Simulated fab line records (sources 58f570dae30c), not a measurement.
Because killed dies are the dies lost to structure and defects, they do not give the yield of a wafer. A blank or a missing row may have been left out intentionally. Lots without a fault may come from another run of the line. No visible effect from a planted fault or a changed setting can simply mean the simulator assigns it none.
Which tool is to blame? / flow berkeley cmos170 / 42 wafers from 14 lots sampled at 4 of the route's 331 steps

## WHAT EACH GAUGE READ, for each wafer
UCB170_GATE_OVL_MEAS_13. Usual: GATE_OVL gives 1 nm (standard deviation 4.9).
lot=L135; measured=day 6 11:10; on=overlay-01; GATE_OVL (nm)=1 -1 -3; flag=
lot=L134; measured=day 6 11:25; on=overlay-02; GATE_OVL (nm)=9 8 12; flag=
lot=L136; measured=day 6 17:29; on=overlay-01; GATE_OVL (nm)=-3 0 -1; flag=
lot=L139; measured=day 7 06:28; on=overlay-02; GATE_OVL (nm)=-10 -10 -6; flag=
lot=L140; measured=day 7 13:56; on=overlay-02; GATE_OVL (nm)=9 13 1; flag=
lot=L141; measured=day 8 03:08; on=overlay-01; GATE_OVL (nm)=0 1 -5; flag=
lot=L142; measured=day 8 11:16; on=overlay-01; GATE_OVL (nm)=5 5 4; flag=
lot=L144; measured=day 8 20:47; on=overlay-01; GATE_OVL (nm)=-4 -9 -5; flag=
lot=L146; measured=day 8 21:02; on=overlay-02; GATE_OVL (nm)=1 0 -1; flag=
lot=L148; measured=day 9 12:29; on=overlay-01; GATE_OVL (nm)=3 3 5; flag=
lot=L153; measured=day 10 05:22; on=overlay-02; GATE_OVL (nm)=5 0 -1; flag=
lot=L152; measured=day 10 05:39; on=overlay-01; GATE_OVL (nm)=4 6 3; flag=
lot=L154; measured=day 10 05:46; on=overlay-01; GATE_OVL (nm)=-1 -1 4; flag=
lot=L155; measured=day 10 11:59; on=overlay-01; GATE_OVL (nm)=5 -1 8; flag=

UCB170_NLDD_CD_MEAS_06 targets a cd of 1200 nm. Usual: cd nm reads 1200.1 nm (standard deviation 1.4).
lot=L135; measured=day 6 18:02; on=cd sem-01; cd nm (nm)=1200.7 1199.5 1199.9; flag=
lot=L134; measured=day 6 17:48; on=cd sem-01; cd nm (nm)=1198.8 1199.7 1198.8; flag=
lot=L136; measured=day 6 20:38; on=cd sem-01; cd nm (nm)=1201.3 1199.4 1200.0; flag=
lot=L139; measured=day 7 11:40; on=cd sem-02; cd nm (nm)=1201.4 1199.7 1200.9; flag=
lot=L140; measured=day 7 17:03; on=cd sem-02; cd nm (nm)=1198.3 1197.8 1197.7; flag=
lot=L141; measured=day 8 06:50; on=cd sem-01; cd nm (nm)=1203.5 1202.9 1201.4; flag=
lot=L142; measured=day 8 14:32; on=cd sem-01; cd nm (nm)=1199.5 1198.3 1201.1; flag=
lot=L144; measured=day 9 01:54; on=cd sem-01; cd nm (nm)=1199.7 1200.7 1200.2; flag=
lot=L146; measured=day 9 01:58; on=cd sem-02; cd nm (nm)=1200.7 1199.5 1200.1; flag=
lot=L148; measured=day 9 17:53; on=cd sem-01; cd nm (nm)=1201.0 1199.3 1200.4; flag=
lot=L153; measured=day 10 10:32; on=cd sem-01; cd nm (nm)=1198.9 1196.7 1199.0; flag=
lot=L152; measured=day 10 10:58; on=cd sem-01; cd nm (nm)=1200.2 1199.8 1199.8; flag=
lot=L154; measured=day 10 11:06; on=cd sem-02; cd nm (nm)=1198.1 1199.2 1198.7; flag=
lot=L155; measured=day 10 16:21; on=cd sem-02; cd nm (nm)=1200.7 1200.8 1201.0; flag=

UCB170_SPACER_THK_MEAS_01. Usual: SPACER_TEOS_THK gives 378 nm (standard deviation 5.2).
lot=L135; measured=day 6 18:53; on=film metro-03; SPACER_TEOS_THK (nm)=374 373 384; flag=
lot=L134; measured=day 6 18:38; on=film metro-03; SPACER_TEOS_THK (nm)=375 384 375; flag=
lot=L136; measured=day 6 21:34; on=film metro-01; SPACER_TEOS_THK (nm)=375 386 384; flag=
lot=L139; measured=day 7 12:29; on=film metro-01; SPACER_TEOS_THK (nm)=373 378 375; flag=
lot=L140; measured=day 7 17:53; on=film metro-01; SPACER_TEOS_THK (nm)=370 380 381; flag=
lot=L141; measured=day 8 07:41; on=film metro-03; SPACER_TEOS_THK (nm)=372 381 384; flag=
lot=L142; measured=day 8 15:21; on=film metro-03; SPACER_TEOS_THK (nm)=374 378 375; flag=
lot=L144; measured=day 9 02:44; on=film metro-04; SPACER_TEOS_THK (nm)=377 374 375; flag=
lot=L146; measured=day 9 03:07; on=film metro-01; SPACER_TEOS_THK (nm)=604 615 620; flag=OFF
lot=L148; measured=day 9 18:43; on=film metro-03; SPACER_TEOS_THK (nm)=607 621 615; flag=OFF
lot=L153; measured=day 10 11:23; on=film metro-01; SPACER_TEOS_THK (nm)=374 376 386; flag=
lot=L152; measured=day 10 11:51; on=film metro-04; SPACER_TEOS_THK (nm)=375 370 378; flag=
lot=L154; measured=day 10 12:03; on=film metro-03; SPACER_TEOS_THK (nm)=378 375 380; flag=
lot=L155; measured=day 10 17:12; on=film metro-01; SPACER_TEOS_THK (nm)=380 381 380; flag=

## TOOL THAT RAN EACH LOT (tool first, then ch and the chambers of the sampled wafers, then the start)
lot=L135; UCB170_SPACER_CVD_00=pecvd-01 ch 1,2, day 6 18:50
lot=L134; UCB170_SPACER_CVD_00=pecvd-02 ch 0,1,2, day 6 18:36
lot=L136; UCB170_SPACER_CVD_00=pecvd-01 ch 1,2, day 6 21:31
lot=L139; UCB170_SPACER_CVD_00=pecvd-02 ch 1,2, day 7 12:25
lot=L140; UCB170_SPACER_CVD_00=pecvd-03 ch 0,2, day 7 17:50
lot=L141; UCB170_SPACER_CVD_00=pecvd-02 ch 1,2, day 8 07:38
lot=L142; UCB170_SPACER_CVD_00=pecvd-03 ch 0,1, day 8 15:17
lot=L144; UCB170_SPACER_CVD_00=pecvd-01 ch 1,2, day 9 02:41
lot=L146; UCB170_SPACER_CVD_00=pecvd-03 ch 0,2, day 9 03:04
lot=L148; UCB170_SPACER_CVD_00=pecvd-03 ch 0,2, day 9 18:40
lot=L153; UCB170_SPACER_CVD_00=pecvd-02 ch 0,1,2, day 10 11:20
lot=L152; UCB170_SPACER_CVD_00=pecvd-01 ch 1,2, day 10 11:48
lot=L154; UCB170_SPACER_CVD_00=pecvd-02 ch 0,1,2, day 10 12:00
lot=L155; UCB170_SPACER_CVD_00=pecvd-02 ch 0,1,2, day 10 17:10
- UCB170_SPACER_CVD_00: deposits SiO2 from TEOS/O2, target thk 376 nm, time 47 s.

## WHAT THE TOOLS THEMSELVES READ (means of the sampled wafers that have a number; where no wafer has one, the mark that the record gives instead)
UCB170_SPACER_CVD_00. Usual: heater power w 274 W, standard deviation 50; susceptor temp C 389.99 C, standard deviation 0.23.
lot=L135; tool=pecvd-01; heater power w (W)=338; susceptor temp C (C)=389.96; flag=
lot=L134; tool=pecvd-02; heater power w (W)=285; susceptor temp C (C)=389.88; flag=
lot=L136; tool=pecvd-01; heater power w (W)=281; susceptor temp C (C)=389.96; flag=
lot=L139; tool=pecvd-02; heater power w (W)=262; susceptor temp C (C)=389.95; flag=
lot=L140; tool=pecvd-03; heater power w (W)=301; susceptor temp C (C)=390.11; flag=
lot=L141; tool=pecvd-02; heater power w (W)=249; susceptor temp C (C)=390.02; flag=
lot=L142; tool=pecvd-03; heater power w (W)=229; susceptor temp C (C)=389.97; flag=
lot=L144; tool=pecvd-01; heater power w (W)=286; susceptor temp C (C)=390.15; flag=
lot=L146; tool=pecvd-03; heater power w (W)=318; susceptor temp C (C)=389.99; flag=
lot=L148; tool=pecvd-03; heater power w (W)=301; susceptor temp C (C)=389.66; flag=
lot=L153; tool=pecvd-02; heater power w (W)=248; susceptor temp C (C)=390.03; flag=
lot=L152; tool=pecvd-01; heater power w (W)=331; susceptor temp C (C)=389.98; flag=
lot=L154; tool=pecvd-02; heater power w (W)=272; susceptor temp C (C)=390.14; flag=
lot=L155; tool=pecvd-02; heater power w (W)=243; susceptor temp C (C)=390.14; flag=

## THE ANSWER, worked out from the rows above alone
Rule: a lot counts as off when the mean over its wafers that have a number is more than 3 standard deviations away from the usual mean. A lot without any number at a reading at which 4 lots or more have one is off too. All remaining lots with rows at the step are treated as sound. After the gauges, taken in route order, come the tools' own readings; for these a lot's mean is taken, as printed above. At the first step where some lot is off, the reading lying furthest off is the one used; lots without a number count as furthest.
Off: L146, L148, seen at UCB170_SPACER_THK_MEAS_01 (SPACER_TEOS_THK).
If a tool, at a process step before that reading, ran all the lots that are off and no sound lot after the first of them, it fits. Gauges at UCB170_SPACER_THK_MEAS_01: tried the same way as those tools. One fits: pecvd-03 at UCB170_SPACER_CVD_00. Its last sound lot is L142 (day 8 15:17), its first lot that is off L146 (day 9 03:04): a fault that began between those two fits.

## WHAT HAD BEEN PUT IN BY THE SIMULATOR
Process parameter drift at UCB170_SPACER_CVD_00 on pecvd-03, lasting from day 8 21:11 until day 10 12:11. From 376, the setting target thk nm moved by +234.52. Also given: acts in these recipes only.
Shown lots that were struck: L146, L148. The rule above reached the same finding.
